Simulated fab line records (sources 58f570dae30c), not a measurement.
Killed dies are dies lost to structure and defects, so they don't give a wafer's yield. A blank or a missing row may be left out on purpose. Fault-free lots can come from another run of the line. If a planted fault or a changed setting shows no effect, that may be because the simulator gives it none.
The tool behind it: which one?    flow berkeley cmos170    Sampling: 14 lots, 42 wafers, 5 of 331 route steps

## WHAT THE GAUGES SHOWED, per wafer
UCB170_NWELL_TW_MEAS_16. Usual: NWELL_TW typically reads 1258, with standard deviation 6.5.
lot   measured     on             NWELL_TW        flag
L395  day 3 02:22  film metro-02  1259 1259 1258  
L396  day 3 11:59  film metro-04  1248 1254 1252  
L397  day 3 12:23  film metro-02  1257 1265 1258  
L399  day 4 04:19  film metro-03  1247 1244 1253  
L400  day 4 04:35  film metro-02  1269 1271 1273  
L401  day 4 11:19  film metro-03  1247 1248 1245  
L402  day 4 11:47  film metro-04  1249 1241 1252  
L403  day 5 02:13  film metro-02  1256 1261 1257  
L404  day 5 02:15  film metro-03  1251 1252 1254  
L405  day 5 02:25  film metro-04  1256 1259 1259  
L409  day 6 04:21  film metro-03  1260 1258 1260  
L411  day 6 04:55  film metro-02  1259 1257 1263  
L410  day 6 05:05  film metro-02  1221 1231 1229  OFF
L413  day 6 19:55  film metro-03  1231 1222 1226  OFF

UCB170_SILICIDE_THK_MEAS_03: measures by xrf. Usual: SILICIDE_TI_THK typically reads 30.2 nm, with standard deviation 0.37.
lot   measured      on             SILICIDE_TI_THK (nm)  flag
L395  day 8 19:11   film metro-01  29.6 30.0 29.8        
L396  day 8 19:01   film metro-02  29.7 29.8 29.7        
L397  day 8 19:40   film metro-02  30.1 30.1 29.8        
L399  day 9 18:12   film metro-02  30.2 30.3 30.2        
L400  day 9 18:01   film metro-02  30.3 30.7 30.2        
L401  day 9 18:34   film metro-01  29.7 30.0 29.9        
L402  day 10 03:27  film metro-02  30.1 30.1 30.5        
L403  day 10 08:53  film metro-03  30.2 30.5 30.4        
L404  day 10 08:15  film metro-02  30.4 30.3 30.6        
L405  day 10 08:32  film metro-03  31.1 30.7 30.8        
L409  day 12 00:47  film metro-02  30.6 30.6 30.3        
L411  day 12 01:07  film metro-02  30.6 30.6 30.8        
L410  day 12 00:41  film metro-01  30.2 30.3 30.2        
L413  day 12 13:37  film metro-02  30.4 30.3 30.5        

UCB170_M2_OVL_MEAS_16. Usual: M2_OVL typically reads -2 nm, with standard deviation 4.8.
lot   measured      on          M2_OVL (nm)  flag
L395  day 9 12:16   overlay-02  -2 0 -1      
L396  day 9 12:08   overlay-02  -1 -5 -1     
L397  day 9 17:26   overlay-01  -1 0 5       
L399  day 10 08:15  overlay-02  -1 2 2       
L400  day 10 09:32  overlay-01  -17 -3 -8    
L401  day 10 10:28  overlay-02  4 1 5        
L402  day 10 17:33  overlay-02  -6 -3 3      
L403  day 11 02:43  overlay-02  2 -8 -3      
L404  day 11 00:08  overlay-01  -2 1 -7      
L405  day 11 00:23  overlay-01  -6 2 -5      
L409  day 12 22:37  overlay-01  -11 -8 -4    
L411  day 12 19:53  overlay-02  -5 -7 -5     
L410  day 12 14:28  overlay-01  0 -4 4       
L413  day 13 06:03  overlay-01  -9 -8 -13    

UCB170_M3_RS_MEAS_02: a four-point-probe measurement. Usual: M3_AL_RS typically reads 0.03215 ohm/sq, with standard deviation 0.00027.
lot   measured      on             M3_AL_RS (ohm/sq)        flag
L395  day 9 17:04   film metro-03  0.03183 0.0321 0.03203   
L396  day 9 17:38   film metro-03  0.03237 0.03225 0.03238  
L397  day 9 21:46   film metro-04  0.03176 0.03189 0.03179  
L399  day 10 11:14  film metro-03  0.03187 0.03191 0.03204  
L400  day 10 13:38  film metro-03  0.03223 0.03219 0.03218  
L401  day 10 14:27  film metro-03  0.03197 0.03185 0.03212  
L402  day 10 20:42  film metro-03  0.03217 0.03232 0.03235  
L403  day 11 06:15  film metro-03  0.03203 0.03198 0.03201  
L404  day 11 04:06  film metro-04  0.03208 0.03206 0.03216  
L405  day 11 04:09  film metro-01  0.03202 0.03208 0.03224  
L409  day 13 01:38  film metro-01  0.0321 0.03247 0.03233   
L411  day 12 23:36  film metro-03  0.03212 0.0321 0.03249   
L410  day 12 20:32  film metro-04  0.03186 0.03189 0.03198  
L413  day 13 09:09  film metro-04  0.03207 0.03205 0.03219  

## WHAT TOOL EACH LOT RAN ON (gives the tool, then ch and the chambers of the sampled wafers, and finally the start)
lot   UCB170_NWELL_IMPLANT_14
L395  implanter-01 ch 0, day 3 02:07
L396  implanter-02 ch 0, day 3 11:44
L397  implanter-01 ch 0, day 3 12:09
L399  implanter-02 ch 0, day 4 04:04
L400  implanter-02 ch 0, day 4 04:20
L401  implanter-02 ch 0, day 4 11:05
L402  implanter-02 ch 0, day 4 11:34
L403  implanter-04 ch 0, day 5 01:58
L404  implanter-02 ch 0, day 5 02:00
L405  implanter-01 ch 0, day 5 02:10
L409  implanter-04 ch 0, day 6 04:08
L411  implanter-01 ch 0, day 6 04:41
L410  implanter-02 ch 0, day 6 04:52
L413  implanter-02 ch 0, day 6 19:40
- UCB170_NWELL_IMPLANT_14

## WHAT THE TOOLS THEMSELVES READ (means of the sampled wafers that have a number; where no wafer has one, the mark that the record gives instead)
UCB170_NWELL_IMPLANT_14. Usual: dose ions cm2 1.0002e+13, standard deviation 1e+10; faraday current uA 31.7, standard deviation 0.66.
lot   tool          dose ions cm2  faraday current uA  flag
L395  implanter-01  9.9927e+12     31.7                
L396  implanter-02  1.0003e+13     31.8                
L397  implanter-01  9.9987e+12     31.3                
L399  implanter-02  9.9977e+12     32.2                
L400  implanter-02  1.0000e+13     31.8                
L401  implanter-02  9.9953e+12     32.1                
L402  implanter-02  1.0016e+13     31.1                
L403  implanter-04  1.0002e+13     31.2                
L404  implanter-02  9.9977e+12     31.4                
L405  implanter-01  1.0001e+13     31.6                
L409  implanter-04  1.0000e+13     32.0                
L411  implanter-01  1.0009e+13     32.6                
L410  implanter-02  9.1993e+12     29.7                OFF
L413  implanter-02  9.1963e+12     29.3                OFF

## THE ANSWER, worked out from the rows above alone
Rule: lot off if the mean of its wafers having a number is beyond 3 standard deviations from the usual mean. Also off: a lot with no number at a reading for which 4 or more lots have one. All remaining lots with rows at the step are treated as sound. After the gauges, taken in route order, come the tools' own readings; for these a lot's mean is taken, as printed above. At the first step where some lot is off, the reading lying furthest off is the one used; lots without a number count as furthest.
Off: L410, L413, at UCB170_NWELL_TW_MEAS_16 (NWELL_TW).
A tool fits if, at a process step before that reading, it ran every lot that is off, and no sound lot after the first of them. Not tried: the gauges at UCB170_NWELL_TW_MEAS_16; whatever is off there is also off at UCB170_NWELL_IMPLANT_14, on other tools, and gauge error can't account for it. One fits: UCB170_NWELL_IMPLANT_14 on implanter-02. Its last sound lot is L404 (day 5 02:00), its first lot that is off L410 (day 6 04:52): a fault that began between those two fits.
The tool's own readings at UCB170_NWELL_IMPLANT_14 bear it out: on the lots that are off they differ by more than 5 times the standard deviation of the sound lots' means. dose ions cm2 reads 9.1978e+12 there against 1.0001e+13 on the sound lots; faraday current uA reads 29.5 there against 31.7 on the sound lots.

## WHAT WAS PUT IN BY THE SIMULATOR
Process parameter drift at UCB170_NWELL_IMPLANT_14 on implanter-02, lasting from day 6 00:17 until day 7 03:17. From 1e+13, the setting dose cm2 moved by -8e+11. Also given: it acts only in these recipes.
Shown lots that were struck: L410, L413. This agrees with what the rule above found.
